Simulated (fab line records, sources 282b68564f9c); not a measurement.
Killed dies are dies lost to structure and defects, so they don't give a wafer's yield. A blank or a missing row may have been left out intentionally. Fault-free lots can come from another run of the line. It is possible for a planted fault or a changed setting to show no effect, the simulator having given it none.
A lot that was struck, set against a sound lot | flow rit cmos | 17 steps out of a route of 202
Sound: wafers L544.3, L544.5, L544.6. Wafers struck: L553.2, L553.5, L553.6. The cause is named last.
Order at every step that has rows: each side's tool, ch and its chambers, its first start. Under that, the readings that differ: sound wafers | struck wafers | difference of the means | sigmas: that difference in standard deviations of wafers without a fault.
alike: readings with means less than 2 such deviations apart, plus words and numbers identical on both sides. not compared: withheld readings, readings lacking a value on some wafer, bounds such as >300 that could conceal the same value, and numbers that have no deviation in the record and whose values overlap.
Wherever a step has rows on one side only, a row that says differs or no value, or a row with sigmas, the two part there. Non-overlapping numbers with no deviation appear without sigmas and do not part them. A reading that every wafer of one side lacks parts them only if that side has two wafers or more.

RIT_M1_SPUTTER_00: material Al, target thk 400 nm, time 500 s.
  sound: pvd sputter-02 at day 4 12:01; struck: pvd sputter-04 at day 6 09:08
  alike: throttle valve pct
RIT_M1_RS_MEAS_01: the measuring method here is four-point-probe.
  sound: film metro-01 at day 4 12:20; struck: film metro-02 at day 6 09:27
  alike: M1_AL_RS
RIT_M1_THK_MEAS_02: measures by xrf.
  sound: film metro-01 at day 4 12:26; struck: film metro-02 at day 6 09:34
  alike: M1_AL_THK
then, 6 steps without rows for these wafers: RIT_M1_HMDS_03 (prime time 60 s); RIT_M1_COAT_04 (resist thk 1300 nm); RIT_M1_SOFTBAKE_05 (time 60 s); RIT_M1_EXPOSE_06 (exposes mask M12, target cd 2600 nm); RIT_M1_PEB_07; RIT_M1_DEVELOP_08 (develop time 68 s).
RIT_M1_CD_MEAS_09: the cd target is 2600 nm.
  sound: cd sem-02 at day 4 13:26; struck: cd sem-01 at day 6 10:38
  alike: cd nm
RIT_M1_OVL_MEAS_10:
  sound: overlay-01 at day 4 13:31; struck: overlay-01 at day 6 10:44
  alike: M1_OVL
then, 1 step without rows for these wafers: RIT_M1_HARDBAKE_11 (time 120 s).
RIT_M1_METAL_ETCH_12: etches Al in Cl2/BCl3, stops on SiO2, time 165 s, target depth 600 nm.
  sound on rie metal-03 ch 0,1, day 4 13:51; struck on rie metal-03 ch 0,1, day 6 11:01
  reading                                 | sound             | struck            | difference | sigmas
  oes product au (a.u.)                   | 0.795 0.784 0.770 | 0.722 0.696 0.737 | -0.065     | -6
  model.NOVOLAK_of_M1_COAT_04.thk nm (nm) | 810.6 800 815.7   | 952.9 954.2 949.3 | +143.4     |
  model.M1.feature depth nm (nm)          | 434.4 426 433     | 344.8 337 348.1   | -87.8      |
  model.etch.depth nm (nm)                | 401.6 392.7 400.5 | 344.8 337 348.1   | -55.0      |
  alike: drypump motor current A, throttle valve pct
  not compared: rf hours counter h
then, 1 step without rows for these wafers: RIT_M1_STRIP_13 (strips in nmp, time 600 s).
RIT_M1_STRIP_14: strips in O2, time 180 s.
  sound on plasma asher-04 ch 0,1, day 4 14:11; struck on plasma asher-01 ch 0,1, day 6 11:22
  alike: drypump motor current A, rf refl power W
  not compared: rf hours counter h
RIT_M1_CD_MEAS_90: the cd target is 2600 nm.
  sound: cd sem-02 at day 4 14:20; struck: cd sem-01 at day 6 11:34
  reading    | sound          | struck         | difference | sigmas
  cd nm (nm) | 2596 2596 2595 | 2614 2609 2610 | +15        | +5
then, 1 step without rows for these wafers: RIT_M1_ANNEAL_15 (time 1800 s).

## WHERE THEY PART
Last at RIT_M1_CD_MEAS_90 as far as this record goes, first at RIT_M1_METAL_ETCH_12.

WHY: whatever the simulator had introduced
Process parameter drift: rie metal-03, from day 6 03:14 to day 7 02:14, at RIT_M1_METAL_ETCH_12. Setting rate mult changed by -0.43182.
